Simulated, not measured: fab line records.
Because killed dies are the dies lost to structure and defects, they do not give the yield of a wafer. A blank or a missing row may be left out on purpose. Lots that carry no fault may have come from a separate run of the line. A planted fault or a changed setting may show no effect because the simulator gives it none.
fab line records	flow rit-cmos
record: lots: 13	wafers: 39	last-day: 7
route steps=202 shown NSD@134 M1@202
lots untouched by any fault: they come from a run of this same line in which no faults occurred
start-h: hours from the record's first day to the start of the lot's first wafer shown	wait-h: hours elapsed since this lot's preceding step	" identical to the entry in the row above	L1.1+2: a row that stands for several wafers	- no value, or no start was given	* or withheld: withheld	< > ~ a bound
route shown NAME@n: names a module that has steps shown in the file, with the first one's number in the route	usual: average and standard deviation across the fault-free wafers	same: alike in all rows	chamber/n: place in a boat	sites: the reading at each site	_std_site: standard deviation across them	_edge_site: inner sites' mean taken away from outer sites' mean	radius-mm: for every site, how far away it sits from the centre of the wafer	mask NAME#n: copy n	behind: tool/chamber where the wafer was last shaped	hold: what put the lot on hold/how long, in hours/how the hold closed	device: whichever transistor did not switch (one of n, p or np)	end of line: the tests these same wafers got at the end of their route	a step given without rows: its recipe and nothing more	killed: count of dies lost to structure and defects at first sort (not the wafer's yield)	map: the dies of a wafer, with x for killed, . for not killed, _ for no die there
set.NAME: the setting that was run; set.NAME@STEP: the one run at that earlier step	model.NAME: the simulator's own value behind a step, which no gauge read
route steps across a sampled set of lots; one table per step, one row per wafer
services: the hour from which a tool's chamber was out of use, counted from the record's first day as start-h (under 0 if before that day), plus the number of hours and why
== steps ==
step: RIT_NSD_EXPOSE_03
recipe: mask-id: M9	na: 0.57	target-cd-nm: 40700	dose-mj: 250
lot.wafer	tool	chamber	start-h	wait-h	mask
L917.1+2+6	iline-stepper-02	0	48.69	0.1	M9#0
L921.1+4+5	iline-stepper-01	0	70.71	0.2	M9#0
L922.2+4+5	iline-stepper-02	0	73.60	0.2	M9_R1#0
L928.4+5+6	iline-stepper-02	0	108.87	0.1	M9#0
L929.2+3+4	iline-stepper-02	0	109.40	0.1	M9#0
L933.1+5+6	iline-stepper-02	0	128.18	0.2	M9#0
L934.1+2+5	iline-stepper-02	0	134.39	0.1	M9#0
L935.1+3+5	iline-stepper-02	0	137.90	0.1	M9#0
L936.1+4+5	iline-stepper-02	0	142.46	0.1	M9#0
L937.1+2+6	iline-stepper-02	0	147.01	0.1	M9#0
L938.1+2+5	iline-stepper-01	0	151.70	0.2	M9#0
L939.2+3+5	iline-stepper-01	0	157.88	0.1	M9#0
L940.1+2+4	iline-stepper-01	0	161.70	0.1	M9#0
step: RIT_M1_PROBE_99
usual: killed-at-contacts: 0.1/0.27	killed-at-front-end: 7/3	killed-dies: 7.0/3	killed-open: 3.5/2.1	killed-short: 3.4/1.9
same: gross-dies: 264	killed_at_M0_to_M3: 0	killed_at_M4_up: 0	killed-at-back-side: 0	killed-at-other: 0
lot.wafer	tool	chamber	start-h	wait-h	killed-at-contacts	killed-at-front-end	killed-dies	killed-open	killed-short
L934.1	prober-02	-	144.79	0.1	0	10	10	6	4
L934.2	prober-02	-	144.84	0.1	0	4	4	1	3
L934.5	prober-02	-	144.99	0.2	0	6	6	5	1
killed by level:class
L934.1 GATE:geometric-particle:open=4 GATE:geometric-particle:short=2 FOX2:geometric-particle:short=1 FOX2:geometric-particle:open=1 REOX:geometric-particle:short=1 SILICIDE:geometric-particle:open=1
L934.2 GATE:geometric-particle:short=2 SPACER:geometric-particle:open=1 SILICIDE:geometric-particle:short=1
L934.5 FOX2:geometric-particle:open=2 GATE:geometric-particle:open=2 FOX2:geometric-particle:short=1 REOX:geometric-particle:open=1
== services ==
tool	chamber	start-h	hours	kind
iline-stepper-01	-	37.26	26.9	repair
iline-stepper-01	-	64.20	1.7	pm
iline-stepper-01	0	69.91	-	calibration
iline-stepper-01	-	105.50	5.6	repair
== key ==
first-sign: step: RIT_NSD_EXPOSE_03	reading: mask	direction: changed
effect none on later readings
met-at RIT_NSD_EXPOSE_03
struck-lots L922
tester-left-out L922
onset-between 48.69 73.60
fault: kind: wrong-mask	tool: any	chamber: -	onset-h: 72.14	steps: RIT_NSD_EXPOSE_03	aux-copy: M9_R1#0	cd-offset-nm: -350	scope: struck-lots-only
tester-left-out: of these lots the tester's yield and bins aren't shown, on N5 and GAA mostly nor the transistor test; their killed dies are dies lost to structure and defects alone, not to doping, threshold or leakage, so they don't give the yield
